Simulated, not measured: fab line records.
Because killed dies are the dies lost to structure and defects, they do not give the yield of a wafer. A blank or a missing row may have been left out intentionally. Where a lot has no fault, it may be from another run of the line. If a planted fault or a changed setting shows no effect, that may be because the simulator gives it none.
Code-filled problem report in 8D (eight disciplines) form / flow rit_cmos / the parts of the form that need people (team, actions taken, sign-off) are left out

== 1. WHAT IS WRONG ==
run_length_s at RIT_PLDD_SOFTBAKE_02 reads a mean of 82.99 s on 6 wafers of 2 lots; wafers without a fault read 89.06 s with a standard deviation of 0.12. That puts it -51 standard deviations away from the usual mean.
The step: time 60 s.
The first sign was on wafer L190.3 at day 5 07:09, on litho_track-02. At this step, 42 wafers from 14 lots have a number in the record. Rule for "out" (also "out of limits"): further than 4 standard deviations from the usual mean. The rest of the wafers with a number are treated as sound.

== 2. WHAT IT IS, AND WHAT IT ISN'T ==
question=which readings at this step | is=run_length_s, heater_power_total_W | is not=-
question=which lots | is=L190, L193 | is not=L179, L180, L183, L184, L185, L186, L196, L197, L198, L199, L200, L201
question=which wafers of those lots | is=all that have a number | is not=-
question=read on which tools | is=litho_track-02 | is not=litho_track-01, litho_track-03
question=when | is=from day 5 07:09 | is not=up to then (18 sound wafers); but 18 sound wafers of L196, L197, L198, L199, L200, L201 came after

== 3. THE SUSPECTS, EACH WITH WHAT RULES IT OUT ==
Counting: a tool at any process step up to the reading remains a suspect when it ran all the lots that are out and ran no sound lot after the first of those.
- litho_track-02 at RIT_PLDD_SOFTBAKE_02 (time 60 s): kept. It processed each lot that is out, first L190 at day 5 07:09, and no sound lot thereafter; up to then, the last sound lot it processed was L185 at day 4 11:58. Its own heater_power_total_W, run_length_s readings are out on those wafers.
After counting, what remains is litho_track-02 at RIT_PLDD_SOFTBAKE_02.

== 4. THE CAUSE (what the simulator had put in) ==
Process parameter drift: litho_track-02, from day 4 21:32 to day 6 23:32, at RIT_PLDD_SOFTBAKE_02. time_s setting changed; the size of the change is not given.
Only this tool survived the counting.

== 5. SEQUENCE OF EFFECTS, ordered by route ==
One row per reading whose mean, taken over the struck wafers that have a number, lies over 3 standard deviations from the usual. Only readings whose record carries a usual standard deviation are examined. hours: median over the lots of the time between each lot's start at the first step of this table that gives one and its start at this step. sigmas: the change, counted in usual standard deviations.
hours=0; step=RIT_PLDD_SOFTBAKE_02; reading=heater_power_total_W; usual=34.56 W; on struck wafers=35.59; change=+1.03; sigmas=+21
hours=0; step=RIT_PLDD_SOFTBAKE_02; reading=run_length_s; usual=89.06 s; on struck wafers=82.99; change=-6.07; sigmas=-51
It contains these process steps:
- RIT_PLDD_SOFTBAKE_02: time 60 s.
Readings that are blank on the struck wafers while sound wafers have them: plate_temp_C at RIT_PLDD_SOFTBAKE_02.

== 6. WHAT WOULD HAVE CAUGHT IT SOONER ==
10 hours passed between the start of the fault at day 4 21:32 and the first reading out of limits in this record, taken at day 5 07:09.
